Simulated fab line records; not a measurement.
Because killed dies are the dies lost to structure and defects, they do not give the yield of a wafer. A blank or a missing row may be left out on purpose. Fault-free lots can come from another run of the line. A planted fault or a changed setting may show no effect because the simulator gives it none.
Lot-split experiment -- flow rit cmos -- 23 wafers read from 5 lots, route of 202 steps

THE SPLIT
At RIT_NWELL_IMPLANT_08, the setting dose cm2 was moved away from the recipe's 5e+13 on 11 of the 23 wafers read, by -5.3% to +6.3%. This setting was run at the recipe's value on the other wafers.

FROM THE SPLIT TO THE READING: what the file shows between them, 3 steps
- RIT_PWELL_IMPLANT_08 (also split here: energy kev)
- RIT_PWELL_STRIP_09: strips in O2, time 180 s
- RIT_WELLDRIVE_ANNEAL_00: time 14700 s

THE READING
Measured at RIT_WELLDRIVE_RS_MEAS_01 by four-point probe: NWELL_RS, in ohm/sq. Typical for fault-free wafers on this fab line: 275.9 ohm/sq, with standard deviation 0.73 ohm/sq.

wafer,"tool, chamber at the split",dose cm2 as run,against the recipe,"NWELL_RS, ohm/sq",against lot-mates on the recipe
L075.1,"implanter-01, 0",5e+13,recipe,276.1,-
L075.2,"implanter-01, 0",5.313e+13,+6.3%,265.6,-10.6
L075.3,"implanter-01, 0",5.313e+13,+6.3%,266.5,-9.7
L075.5,"implanter-01, 0",5e+13,recipe,276.4,-
L075.6,"implanter-01, 0",5e+13,recipe,276.2,-
L076.1,"implanter-01, 0",4.802e+13,-4.0%,282.6,+7.6
L076.2,"implanter-01, 0",4.802e+13,-4.0%,282.5,+7.5
L076.4,"implanter-01, 0",5e+13,recipe,275.1,-
L076.5,"implanter-01, 0",5e+13,recipe,274.9,-
L076.6,"implanter-01, 0",4.802e+13,-4.0%,281.6,+6.6
L081.1,"implanter-02, 0",5e+13,recipe,275.1,-
L081.2,"implanter-02, 0",5.173e+13,+3.5%,270.2,-5.2
L081.3,"implanter-02, 0",5.173e+13,+3.5%,270.1,-5.3
L081.4,"implanter-02, 0",5e+13,recipe,275.7,-
L081.6,"implanter-02, 0",5.173e+13,+3.5%,270.3,-5.1
L082.2,"implanter-03, 0",5e+13,recipe,274.4,-
L082.4,"implanter-03, 0",5e+13,recipe,275.3,-
L082.5,"implanter-03, 0",5e+13,recipe,275.3,-
L085.2,"implanter-03, 0",4.735e+13,-5.3%,283.4,+8.0
L085.3,"implanter-03, 0",5e+13,recipe,275.4,-
L085.4,"implanter-03, 0",5e+13,recipe,275.4,-
L085.5,"implanter-03, 0",4.735e+13,-5.3%,284.7,+9.3
L085.6,"implanter-03, 0",4.735e+13,-5.3%,285.0,+9.6

THE FIT
A straight line over all 23 wafers: NWELL_RS changes by -1.6 ohm/sq for each +1% of dose cm2; r = -0.99; the points scatter about the line by 0.59 ohm/sq.
The same after taking each lot's own level away (the mean of its wafers on the recipe; 23 wafers): -1.67 ohm/sq for each +1%; r = -1.00; scatter 0.47 ohm/sq.
Per that fit: largest dose cm2 move, reading shift of 10 ohm/sq.
The lots' own levels span 275.00 to 276.23 ohm/sq, that is 1.7 times the standard deviation above.
The two slopes are in agreement: the lot-to-lot level therefore moves the slope only a little.
Check: for one of the wafers moved furthest among these (+6.3%), held out of the fit, the line's prediction against its lot-mates is -10.1 ohm/sq. Against them it came out at -10.6 ohm/sq.

OTHER SPLITS APPLIED TO THESE WAFERS
Other splits were also applied to these wafers ahead of the reading. Each is held against what the fit with the lots' levels taken away leaves over:
other split on the same wafers,wafers away from the commonest value,r with NWELL_RS (lot level and that fit taken away)
RIT_ACTIVE_CVD_03 sih2cl2 flow sccm,15,+0.01
RIT_ACTIVE_COAT_06 spin rpm,4,+0.01
RIT_ACTIVE_HARDBAKE_12 temp c,12,+0.31
RIT_PWELL_IMPLANT_08 energy kev,8,-0.10

THE WHOLE CHAIN: every reading that the file lists as answering this split, in the file's order
step,what it does,reading,change (the file's fit),r (the file's)
RIT_WELLDRIVE_RS_MEAS_01,measures by four-point-probe,NWELL_RS,-1.66 for each +1% of the setting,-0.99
RIT_M1_PROBE_99,,"etest.well edge left.line ohm um (the simulator's own value, which no gauge read)",-1.22 for each +1% of the setting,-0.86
RIT_M1_PROBE_99,,"etest.nwell pinched.rs ohm sq (the simulator's own value, which no gauge read)",-2.42 for each +1% of the setting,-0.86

FILE'S OWN FIT
NWELL_RS changes by -1.66 ohm/sq for each +1% of dose cm2, r = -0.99.
